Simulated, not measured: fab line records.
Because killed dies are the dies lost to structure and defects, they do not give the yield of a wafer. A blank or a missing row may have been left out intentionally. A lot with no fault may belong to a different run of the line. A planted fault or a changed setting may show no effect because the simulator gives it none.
fab line records + flow berkeleyCmos170
[record]
- lots = 6
- wafers = 18
- lastDay = 12
route steps=331 shown CONTACT@232 M1@238
lots that met no fault: taken from a fault-free run of the same line
startH: hours from the record's opening day to when the first of the lot's shown wafers began + waitH: hours elapsed since this lot's preceding step + " the same as in the row above + L1.1+2: a row that stands for several wafers + - no value, or no start was given + * or withheld: withheld + < > ~ a bound
route shown NAME@n: a module of which the file shows steps, and the number in the route of the first + usual: mean/standard deviation of fault-free wafers + same: alike in all rows + chamber/n: place in a boat + sites: per-site readings + _std_site: the standard deviation of these + _edge_site: outer sites' mean less inner sites' + radiusMm: how far each site lies from the wafer's centre + mask NAME#n: copy n + behind: the most recent tool/chamber to have shaped the wafer + hold: cause of the lot's hold/its duration in hours/its outcome + device: transistor that didn't switch, given as n, p or np + end of line: the route-end tests of the same wafers + a step with no rows: only its recipe + killed: at the first sort, the dies lost to defects and structure; wafer yield is something else + map: a wafer's dies, x killed, . not, _ none there
set.NAME: setting as actually run; set.NAME@STEP: the setting as run at that earlier step + model.NAME: the simulator's own value behind a step, which no gauge read
lots at some steps of the route; a table a step, a row a wafer
services: the hour from which a tool's chamber was out of use, counted from the record's first day as startH (under 0 if before that day), plus the number of hours and why
[[steps]]
[step UCB170_CONTACT_OVL_MEAS_16]
[usual]
- CONTACT_OVL = 0/4.8
| lot.wafer | tool       | chamber | startH | waitH | CONTACT_OVL[nm] |
|-----------|------------|---------|--------|-------|-----------------|
| L857.1    | overlay-01 | -       | 200.70 | 0.1   | -2              |
| L857.3    | "          | -       | "      | "     | 1               |
| L857.4    | "          | -       | "      | "     | 5               |
| L865.1    | overlay-01 | -       | 232.51 | 0.1   | -3              |
| L865.4    | "          | -       | "      | "     | 2               |
| L865.6    | "          | -       | "      | "     | -1              |
| L866.1    | overlay-01 | -       | 235.28 | 0.1   | -5              |
| L866.2    | "          | -       | "      | "     | -3              |
| L866.6    | "          | -       | "      | "     | 4               |
| L867.2    | overlay-02 | -       | 235.56 | 0.1   | -6              |
| L867.4    | "          | -       | "      | "     | -3              |
| L867.5    | "          | -       | "      | "     | 4               |
| L873.2    | overlay-01 | -       | 276.45 | 0.1   | 3               |
| L873.5    | "          | -       | "      | "     | 0               |
| L873.6    | "          | -       | "      | "     | 6               |
| L874.1    | overlay-01 | -       | 279.35 | 0.1   | 8               |
| L874.2    | "          | -       | "      | "     | 0               |
| L874.6    | "          | -       | "      | "     | -4              |
[step UCB170_CONTACT_ETCH_17]
[recipe]
- chemistry = N2/H2
- targetDepthA = withheld
- overetchA = withheld
- target = BARC
- timeS = withheld
- sourceW = 500
- biasW = 100
- pressureMtorr = 30
- n2FlowSccm = 100
- h2FlowSccm = 200
[usual]
- drypumpMotorCurrentA = 5.5/0.42
- oesProductAu = 0.995/0.013
- rfFwdPowerW = 495.5/1.8
- throttleValvePct = 13.27/0.16
| lot.wafer | tool       | chamber | startH | waitH | drypumpMotorCurrentA | oesProductAu | rfFwdPowerW | throttleValvePct |
|-----------|------------|---------|--------|-------|----------------------|--------------|-------------|------------------|
| L857.1    | rieDiel-01 | 1       | 200.73 | 0.0   | 5.2                  | 1.003        | 496.2       | 13.16            |
| L857.3    | "          | 2       | "      | "     | 5.4                  | 0.992        | 493.6       | 13.51            |
| L857.4    | "          | 2       | "      | "     | 5.4                  | 0.993        | 495.5       | 13.54            |
| L865.1    | rieDiel-01 | 2       | 232.55 | 0.0   | 5.4                  | 0.991        | 492.7       | 13.51            |
| L865.4    | "          | 3       | "      | "     | 6.2                  | 1.015        | 497.9       | 13.31            |
| L865.6    | "          | 1       | "      | "     | 5.2                  | 0.989        | 497.9       | 13.16            |
| L866.1    | rieDiel-01 | 0       | 235.31 | 0.0   | 6.2                  | 1.023        | 495.7       | 13.13            |
| L866.2    | "          | 1       | "      | "     | 5.2                  | 0.993        | 495.5       | 13.17            |
| L866.6    | "          | 1       | "      | "     | 5.2                  | 0.996        | 498.2       | 13.16            |
| L867.2    | rieDiel-04 | 3       | 235.59 | 0.0   | 5.4                  | 1.008        | 492.0       | 13.40            |
| L867.4    | "          | 2       | "      | "     | 5.3                  | 0.991        | 495.3       | 13.59            |
| L867.5    | "          | 3       | "      | "     | 5.4                  | 1.012        | 495.6       | 13.40            |
| L873.2    | rieDiel-04 | 2       | 276.48 | 0.0   | 5.3                  | 1.003        | 493.1       | 13.58            |
| L873.5    | "          | 1       | "      | "     | 4.8                  | 0.977        | 496.1       | 13.00            |
| L873.6    | "          | 2       | "      | "     | 5.3                  | 0.997        | 496.8       | 13.58            |
| L874.1    | rieDiel-02 | 3       | 279.38 | 0.0   | 6.0                  | 0.996        | 494.6       | 13.13            |
| L874.2    | "          | 1       | "      | "     | 5.6                  | 1.012        | 493.7       | 13.36            |
| L874.6    | "          | 0       | "      | "     | 5.5                  | 0.996        | 495.6       | 13.33            |
[step UCB170_CONTACT_ETCH_18]
[recipe]
- chemistry = CHF3/CF4/Ar
- target = PSG
- stopOn = TiSi2
- CHF3_flow_sccm = 45
- cf4FlowSccm = 15
- Ar_flow_sccm = 150
- pressureMtorr = 200
- rfW = 700
- targetDepthA = 8400
- overEtchFrac = 0.2
- timeS = 195
[usual]
- drypumpMotorCurrentA = 5.5/0.42
- oesProductAu = 0.879/0.012
- rfFwdPowerW = 697.9/2.1
- throttleValvePct = 6.91/0.12
[same]
- timeS = 195
| lot.wafer | tool       | chamber | startH | waitH | drypumpMotorCurrentA | oesProductAu | rfFwdPowerW | rfHoursCounterH | throttleValvePct |
|-----------|------------|---------|--------|-------|----------------------|--------------|-------------|-----------------|------------------|
| L857.1    | rieDiel-01 | 1       | -      | -     | 5.2                  | 0.875        | 702.6       | 26              | 6.77             |
| L857.3    | "          | 2       | "      | "     | 5.4                  | 0.875        | 697.5       | 14              | 7.10             |
| L857.4    | "          | 2       | "      | "     | 5.4                  | 0.882        | 695.6       | -               | 7.13             |
| L865.1    | rieDiel-01 | 2       | -      | -     | 5.4                  | 0.873        | 697.5       | 16              | 7.13             |
| L865.4    | "          | 3       | "      | "     | 6.3                  | 0.889        | 696.3       | 54              | 6.96             |
| L865.6    | "          | 1       | "      | "     | 5.2                  | 0.887        | 696.6       | -               | 6.76             |
| L866.1    | rieDiel-01 | 0       | -      | -     | 6.2                  | 0.890        | 698.3       | 101             | 6.82             |
| L866.2    | "          | 1       | "      | "     | 5.2                  | 0.891        | 697.7       | 27              | 6.76             |
| L866.6    | "          | 1       | "      | "     | 5.2                  | 0.886        | 697.6       | -               | 6.75             |
| L867.2    | rieDiel-04 | 3       | -      | -     | 5.4                  | 0.886        | 698.1       | 113             | 6.97             |
| L867.4    | "          | 2       | "      | "     | 5.3                  | 0.889        | 697.5       | 0               | 7.05             |
| L867.5    | "          | 3       | "      | "     | 5.4                  | 0.893        | 695.6       | -               | 6.98             |
| L873.2    | rieDiel-04 | 2       | -      | -     | 5.3                  | 0.881        | 696.8       | 2               | 7.06             |
| L873.5    | "          | 1       | "      | "     | 4.8                  | 0.846        | 701.0       | -               | 6.73             |
| L873.6    | "          | 2       | "      | "     | 5.3                  | 0.885        | 699.6       | -               | 7.07             |
| L874.1    | rieDiel-02 | 3       | -      | -     | 6.0                  | 0.867        | 699.7       | 15              | 6.80             |
| L874.2    | "          | 1       | "      | "     | 5.6                  | 0.878        | 696.9       | 3               | 6.96             |
| L874.6    | "          | 0       | "      | "     | 5.5                  | 0.881        | 699.2       | -               | 7.01             |
[step UCB170_CONTACT_STRIP_19]
[recipe]
- chemistry = O2
- powerW = 400
- pressureMtorr = 3500
- platenTempC = withheld
- o2FlowSccm = 400
- overashFraction = 0.5
[usual]
- drypumpMotorCurrentA = 5.6/0.47
- oesProductAu = 0.725/0.0052
| lot.wafer | tool           | chamber | startH | waitH | drypumpMotorCurrentA | oesProductAu | rfHoursCounterH |
|-----------|----------------|---------|--------|-------|----------------------|--------------|-----------------|
| L857.1    | plasmaAsher-04 | 0       | 200.90 | -     | 6.0                  | 0.729        | 46              |
| L857.3    | "              | 0       | "      | "     | 6.1                  | 0.714        | -               |
| L857.4    | "              | 1       | "      | "     | 4.8                  | 0.723        | -               |
| L865.1    | plasmaAsher-02 | 0       | 232.71 | -     | 5.3                  | 0.718        | 45              |
| L865.4    | "              | 1       | "      | "     | 5.7                  | 0.721        | -               |
| L865.6    | "              | 1       | "      | "     | 5.7                  | 0.736        | -               |
| L866.1    | plasmaAsher-04 | 1       | 235.48 | -     | 4.8                  | 0.721        | 50              |
| L866.2    | "              | 0       | "      | "     | 6.0                  | 0.727        | 50              |
| L866.6    | "              | 1       | "      | "     | 4.8                  | 0.726        | -               |
| L867.2    | plasmaAsher-02 | 1       | 235.75 | -     | 5.7                  | 0.722        | 45              |
| L867.4    | "              | 0       | "      | "     | 5.3                  | 0.729        | -               |
| L867.5    | "              | 0       | "      | "     | 5.3                  | 0.721        | -               |
| L873.2    | plasmaAsher-03 | 1       | 276.65 | -     | 6.5                  | 0.728        | 15              |
| L873.5    | "              | 1       | "      | "     | 6.5                  | 0.724        | -               |
| L873.6    | "              | 0       | "      | "     | 5.7                  | 0.716        | -               |
| L874.1    | plasmaAsher-04 | 0       | 279.55 | -     | 6.0                  | 0.721        | 57              |
| L874.2    | "              | 1       | "      | "     | 4.8                  | 0.726        | 57              |
| L874.6    | "              | 0       | "      | "     | 6.1                  | 0.728        | -               |
[step UCB170_CONTACT_CD_MEAS_90]
[recipe]
- targetCdNm = 700
[usual]
- cdNm = 700.1/1.6
| lot.wafer | tool     | chamber | startH | waitH | cdNm  |
|-----------|----------|---------|--------|-------|-------|
| L857.1    | cdSem-02 | -       | 201.18 | 0.2   | 701.2 |
| L857.3    | "        | -       | "      | "     | 700.3 |
| L857.4    | "        | -       | "      | "     | 701.1 |
| L865.1    | cdSem-02 | -       | 232.81 | 0.1   | 700.3 |
| L865.4    | "        | -       | "      | "     | 700.9 |
| L865.6    | "        | -       | "      | "     | 699.8 |
| L866.1    | cdSem-02 | -       | 235.58 | 0.1   | 699.9 |
| L866.2    | "        | -       | "      | "     | 699.7 |
| L866.6    | "        | -       | "      | "     | 698.3 |
| L867.2    | cdSem-01 | -       | 235.87 | 0.1   | 700.8 |
| L867.4    | "        | -       | "      | "     | 699.2 |
| L867.5    | "        | -       | "      | "     | 700.0 |
| L873.2    | cdSem-01 | -       | 276.77 | 0.1   | 699.8 |
| L873.5    | "        | -       | "      | "     | 700.8 |
| L873.6    | "        | -       | "      | "     | 700.4 |
| L874.1    | cdSem-02 | -       | 279.65 | 0.1   | 701.1 |
| L874.2    | "        | -       | "      | "     | 700.2 |
| L874.6    | "        | -       | "      | "     | 699.8 |
[step UCB170_CONTACT_CLEAN_20]
[recipe]
- chemistry = SPM
- tempC = 120
- timeS = 600
[step UCB170_M1_SPUTTER_00]
[recipe]
- material = Al
- targetThkNm = 600
- timeS = 80
- powerW = 6000
- chamberPressurePa = 0.5
[usual]
- throttleValvePct = 29.7/0.92
[same]
- timeS = 80
| lot.wafer | tool          | chamber | startH | waitH | throttleValvePct |
|-----------|---------------|---------|--------|-------|------------------|
| L857.1    | pvdSputter-04 | -       | 201.49 | 0.0   | 31.2             |
| L857.3    | "             | -       | "      | "     | 30.6             |
| L857.4    | "             | -       | "      | "     | 30.3             |
| L865.1    | pvdSputter-03 | -       | 233.12 | 0.0   | 29.1             |
| L865.4    | "             | -       | "      | "     | 29.4             |
| L865.6    | "             | -       | "      | "     | 29.2             |
| L866.1    | pvdSputter-04 | -       | 235.89 | 0.0   | 30.6             |
| L866.2    | "             | -       | "      | "     | 31.4             |
| L866.6    | "             | -       | "      | "     | 29.5             |
| L867.2    | pvdSputter-01 | -       | 236.16 | 0.0   | 31.3             |
| L867.4    | "             | -       | "      | "     | 29.0             |
| L867.5    | "             | -       | "      | "     | 29.0             |
| L873.2    | pvdSputter-03 | -       | 277.05 | 0.0   | 29.1             |
| L873.5    | "             | -       | "      | "     | 29.4             |
| L873.6    | "             | -       | "      | "     | 29.1             |
| L874.1    | pvdSputter-03 | -       | 280.02 | 0.0   | 28.9             |
| L874.2    | "             | -       | "      | "     | 28.6             |
| L874.6    | "             | -       | "      | "     | 28.7             |
[step UCB170_M1_RS_MEAS_01]
[recipe]
- thkMeasGauge = four-point-probe
- reads = Al_of_M1_SPUTTER_00
[usual]
- M1_AL_RS = 0.0485/0.00048
| lot.wafer | tool         | chamber | startH | waitH | M1_AL_RS[ohm/sq] |
|-----------|--------------|---------|--------|-------|------------------|
| L857.1    | filmMetro-02 | -       | 201.55 | 0.0   | 0.0486           |
| L857.3    | "            | -       | "      | "     | 0.0488           |
| L857.4    | "            | -       | "      | "     | 0.0488           |
| L865.1    | filmMetro-02 | -       | 233.19 | 0.0   | 0.0481           |
| L865.4    | "            | -       | "      | "     | 0.0486           |
| L865.6    | "            | -       | "      | "     | 0.0482           |
| L866.1    | filmMetro-03 | -       | 235.95 | 0.0   | 0.0488           |
| L866.2    | "            | -       | "      | "     | 0.0486           |
| L866.6    | "            | -       | "      | "     | 0.0484           |
| L867.2    | filmMetro-02 | -       | 236.25 | 0.1   | 0.0492           |
| L867.4    | "            | -       | "      | "     | 0.0495           |
| L867.5    | "            | -       | "      | "     | 0.0491           |
| L873.2    | filmMetro-03 | -       | 277.13 | 0.1   | 0.0478           |
| L873.5    | "            | -       | "      | "     | 0.0485           |
| L873.6    | "            | -       | "      | "     | 0.0477           |
| L874.1    | filmMetro-03 | -       | 280.08 | 0.0   | 0.0492           |
| L874.2    | "            | -       | "      | "     | 0.0492           |
| L874.6    | "            | -       | "      | "     | 0.0494           |
[step UCB170_M1_THK_MEAS_02]
[recipe]
- thkMeasGauge = xrf
- reads = Al_of_M1_SPUTTER_00
[usual]
- M1_AL_THK = 591/5.9
| lot.wafer | tool         | chamber | startH | waitH | M1_AL_THK[nm] |
|-----------|--------------|---------|--------|-------|---------------|
| L857.1    | filmMetro-02 | -       | 201.67 | 0.1   | 593           |
| L857.3    | "            | -       | "      | "     | 593           |
| L857.4    | "            | -       | "      | "     | 593           |
| L865.1    | filmMetro-02 | -       | 233.31 | 0.1   | 598           |
| L865.4    | "            | -       | "      | "     | 594           |
| L865.6    | "            | -       | "      | "     | 594           |
| L866.1    | filmMetro-03 | -       | 236.07 | 0.1   | 589           |
| L866.2    | "            | -       | "      | "     | 590           |
| L866.6    | "            | -       | "      | "     | 592           |
| L867.2    | filmMetro-02 | -       | 236.36 | 0.1   | 582           |
| L867.4    | "            | -       | "      | "     | 584           |
| L867.5    | "            | -       | "      | "     | 588           |
| L873.2    | filmMetro-03 | -       | 277.24 | 0.1   | 600           |
| L873.5    | "            | -       | "      | "     | 592           |
| L873.6    | "            | -       | "      | "     | 603           |
| L874.1    | filmMetro-03 | -       | 280.20 | 0.1   | 584           |
| L874.2    | "            | -       | "      | "     | 588           |
| L874.6    | "            | -       | "      | "     | 585           |
[step UCB170_M1_COAT_03]
[recipe]
- resist = BARC
- tempC = withheld
- timeS = withheld
- spinRpm = 3000
- resistThkNm = withheld
[step UCB170_M1_COAT_04]
[recipe]
- resist = KrF
- spinRpm = 1522
- resistThkNm = 900
[step UCB170_M1_SOFTBAKE_05]
[recipe]
- resist = KrF
- tempC = 130
- timeS = 60
[step UCB170_M1_EXPOSE_06]
[recipe]
- maskId = METAL1
- targetCdNm = 700
- na = 0.5
- sigmaOuter = 0.6
- sourceShape = conventional
- doseMj = 21
[usual]
- exposureDoseMJCm2 = 20.983/0.023
- focusOffsetNm = 0.0/0.51
- sigmaOuter = 0.6/0
| lot.wafer | tool          | chamber | startH | waitH | mask     | exposureDoseMJCm2 | focusOffsetNm | sigmaOuter |
|-----------|---------------|---------|--------|-------|----------|-------------------|---------------|------------|
| L857.1    | krfScanner-01 | 0       | 202.28 | -     | METAL1#0 | 21.006            | 0.3           | 0.6        |
| L857.3    | "             | 0       | "      | "     | METAL1#0 | 20.984            | 0.1           | 0.6        |
| L857.4    | "             | 0       | "      | "     | METAL1#0 | 21.036            | -0.1          | 0.6        |
| L865.1    | krfScanner-02 | 0       | 234.14 | -     | METAL1#0 | 20.987            | 0.1           | 0.6        |
| L865.4    | "             | 0       | "      | "     | METAL1#0 | 20.985            | 0.3           | 0.6        |
| L865.6    | "             | 0       | "      | "     | METAL1#0 | 20.991            | 0.0           | 0.6        |
| L866.1    | krfScanner-01 | -       | 236.99 | -     | METAL1#0 | -                 | -             | -          |
| L866.2    | "             | -       | "      | "     | METAL1#0 | -                 | -             | -          |
| L866.6    | "             | -       | "      | "     | METAL1#0 | -                 | -             | -          |
| L867.2    | krfScanner-02 | -       | 237.29 | -     | METAL1#0 | -                 | -             | -          |
| L867.4    | "             | -       | "      | "     | METAL1#0 | -                 | -             | -          |
| L867.5    | "             | -       | "      | "     | METAL1#0 | -                 | -             | -          |
| L873.2    | krfScanner-02 | 0       | 278.16 | -     | METAL1#0 | 20.943            | 0.0           | 0.6        |
| L873.5    | "             | 0       | "      | "     | METAL1#0 | 20.926            | -0.4          | 0.6        |
| L873.6    | "             | 0       | "      | "     | METAL1#0 | 20.924            | 0.1           | 0.6        |
| L874.1    | krfScanner-02 | 0       | 280.90 | -     | METAL1#0 | 21.018            | -0.1          | 0.6        |
| L874.2    | "             | 0       | "      | "     | METAL1#0 | 21.016            | -0.3          | 0.6        |
| L874.6    | "             | 0       | "      | "     | METAL1#0 | 21.001            | -0.5          | 0.6        |
[step UCB170_M1_PEB_07]
[recipe]
- pebTempC = 130
- pebTimeS = withheld
- resist = KrF
[[services]]
| tool           | chamber | startH | hours | kind          |
|----------------|---------|--------|-------|---------------|
| krfScanner-01  | -       | 179.38 | 1.3   | pm            |
| rieDiel-04     | 3       | 181.72 | 6.8   | repair        |
| rieDiel-04     | 2       | 182.19 | 11.9  | repair        |
| krfScanner-01  | 0       | 184.94 | -     | calibration   |
| rieDiel-01     | 3       | 199.35 | 16.5  | repair        |
| rieDiel-04     | 2       | 204.70 | 9.7   | repair        |
| rieDiel-02     | 1       | 207.43 | -     | clean         |
| rieDiel-02     | 1       | 207.43 | 16.0  | scheduledDown |
| rieDiel-02     | 1       | 207.43 | 16.0  | ventCycle     |
| krfScanner-02  | -       | 209.98 | 2.9   | repair        |
| rieDiel-04     | 2       | 214.44 | -     | clean         |
| rieDiel-04     | 2       | 214.44 | 12.6  | scheduledDown |
| rieDiel-04     | 2       | 214.44 | 12.6  | ventCycle     |
| rieDiel-01     | 1       | 223.39 | 7.0   | repair        |
| krfScanner-01  | -       | 227.44 | 4.0   | pm            |
| plasmaAsher-03 | -       | 235.32 | 26.4  | repair        |
| krfScanner-02  | -       | 246.64 | 1.0   | pm            |
| plasmaAsher-03 | -       | 247.74 | 12.3  | repair        |
| krfScanner-02  | -       | 250.82 | 5.5   | pm            |
| rieDiel-01     | 2       | 264.73 | 4.3   | repair        |
| rieDiel-04     | 3       | 265.15 | 1.2   | repair        |
| krfScanner-01  | -       | 268.63 | 1.0   | pm            |
| krfScanner-01  | -       | 277.10 | 2.6   | repair        |
[[key]]
[firstSign]
- step = UCB170_M1_EXPOSE_06
- reading = toolRecord
- direction = missing
effect none on later readings
metAt UCB170_M1_EXPOSE_06
struckWafers L866.1,L866.2,L866.6,L867.2,L867.4,L867.5
laterRowsLeftOut L866.1,L866.2,L866.6,L867.2,L867.4,L867.5
sortLeftOut L866.1,L866.2,L866.6,L867.2,L867.4,L867.5
onsetBetween 234.14 236.99
[fault]
- kind = skippedStepWhole
- tool = krfScanner-01,krfScanner-02
- chamber = -
- onsetH = 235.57
- steps = UCB170_M1_EXPOSE_06
- scope = struckLotsOnly
// sortLeftOut: the simulated sort isn't trusted on such a fault, so these wafers' sort isn't shown, and their yield isn't known
// laterRowsLeftOut: the simulator's readings of these wafers behind a module that went badly wrong aren't trusted and aren't shown, but for the sort
